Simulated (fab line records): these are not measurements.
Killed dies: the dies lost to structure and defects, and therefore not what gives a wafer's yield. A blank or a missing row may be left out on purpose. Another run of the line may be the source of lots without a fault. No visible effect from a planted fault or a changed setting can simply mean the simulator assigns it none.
Code-filled problem report in 8D (eight disciplines) form -- flow rit-cmos -- the parts of the form that need people (team, actions taken, sign-off) are left out

1. WHAT WENT WRONG
rf-fwd-power-W at RIT_CONTACT_ETCH_11 reads a mean of 167.8 W on 6 wafers of 2 lots; wafers without a fault read 199.7 W with a standard deviation of 0.59. That puts it -54 standard deviations away from the usual mean.
The step: etches SiO2 in CHF3/CF4/Ar, stops on TiSi2, target depth 480 nm, time 320 s.
First seen on wafer L291.2, day 5 22:01, on rie-diel-02. At this step, 18 wafers from 6 lots have a number in the record. The rule behind "out" and "out of limits": a value lying over 4 standard deviations away from the usual mean. All remaining wafers that have a number are taken as sound.

2. WHAT IT IS, WHAT IT ISN'T
question,is,is not
which readings at this step,rf-fwd-power-W,"chamber-pressure-mTorr, drypump-motor-current-A, oes-product-au, throttle-valve-pct"
which lots,"L291, L292","L286, L296, L297, L300"
which wafers of those lots,all that have a number,-
read on which tools,rie-diel-02,"rie-diel-01, rie-diel-04"
when,from day 5 22:01,"up to then (3 sound wafers); but 9 sound wafers of L296, L297, L300 came after"

3. WHAT RULES OUT EACH SUSPECT
Counting: a tool at a process step up to the reading stays a suspect if it ran every lot that is out and no sound lot after the first of them.
- rtp-anneal-01 at RIT_SILICIDE_RTA_06 (time 10 s, ramp up 5 s, ramp down 10 s): ruled out as a lasting fault. Following L291 (day 5 20:35), the first lot on it that is out, the sound lots L297 were run on it.
- rie-diel-02 at RIT_CONTACT_ETCH_11 (etches SiO2 in CHF3/CF4/Ar, stops on TiSi2, target depth 480 nm, time 320 s): kept. It ran every lot that is out, first L291 (day 5 22:01), and no sound lot after that; its last sound lot up to then is L286 (day 4 17:40). Out on those wafers are its own readings of rf-fwd-power-W.
The count leaves rie-diel-02 at RIT_CONTACT_ETCH_11.

4. THE CAUSE (what the simulator had put in)
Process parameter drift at RIT_CONTACT_ETCH_11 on rie-diel-02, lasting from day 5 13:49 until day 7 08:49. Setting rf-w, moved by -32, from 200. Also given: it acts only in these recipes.
Counting left only this tool.

5. THE CHAIN OF EFFECTS, in route order
Each row: a reading where the mean over the struck wafers with a number is more than 3 standard deviations away from the usual. Only readings for which the record gives a usual standard deviation are gone through. hours: the time from each lot's start at the first step in this table that gives one to its start at this step, as a median over the lots. sigmas: the change in usual standard deviations.
hours,step,reading,usual,on struck wafers,change,sigmas
0,RIT_CONTACT_ETCH_11,rf-fwd-power-W,199.7 W,167.8,-31.9,-54
Its process steps:
- RIT_CONTACT_ETCH_11: etches SiO2 in CHF3/CF4/Ar, stops on TiSi2, target depth 480 nm, time 320 s.

6. WHAT WOULD HAVE CAUGHT IT SOONER
8 hours passed between the start of the fault at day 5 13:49 and the first reading out of limits in this record, taken at day 5 22:01.
